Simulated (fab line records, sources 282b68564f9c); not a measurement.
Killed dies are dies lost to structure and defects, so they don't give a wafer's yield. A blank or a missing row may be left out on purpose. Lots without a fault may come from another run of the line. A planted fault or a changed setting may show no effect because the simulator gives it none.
Which tool did it? | flow rit_cmos | 7 lots, 21 wafers sampled, at 1 step of a route of 202

WHAT THE GAUGES READ, wafer by wafer
RIT_PWELL_OVL_MEAS_06.
lot  | measured    | on         | PWELL_OVL (nm)
L140 | day 2 16:52 | overlay-01 | 1.3 0.8 -0.1
L143 | day 3 04:55 | overlay-01 | 0.1 -0.2 -1.3
L145 | day 3 16:14 | overlay-02 | -1.1 1.2 -0.8
L147 | day 4 07:05 | overlay-01 | 1.1 -0.8 1.1
L151 | day 4 22:50 | overlay-01 | -1.9 1.3 -2.1
L157 | day 6 07:58 | overlay-01 | -0.4 2.4 1.4
L159 | day 6 14:14 | overlay-01 | 0.1 -0.1 -0.7

WHICH TOOL RAN EACH LOT (tool, then ch and the chambers of the sampled wafers, then the start)
The record holds no process step before these readings.

THE ANSWER, worked out from the rows above alone
Rule: what is usual is taken from the lots themselves. Put in order of their means at a reading, lots are off if they are a third of the lots or fewer, leave a main group of 4 or more, and stand apart from it by a gap of 3 or more times the standard deviation of the main group's means; of several such gaps the widest counts. A main group whose means are all the same, to the digits that the tables above print for the reading, isn't used. A lot without any number at a reading at which 4 lots or more have one is off too. The other lots that the step has rows for count as sound.
No lot is off at any reading shown: from this, nothing can be told.

WHAT THE SIMULATOR HAD PUT IN
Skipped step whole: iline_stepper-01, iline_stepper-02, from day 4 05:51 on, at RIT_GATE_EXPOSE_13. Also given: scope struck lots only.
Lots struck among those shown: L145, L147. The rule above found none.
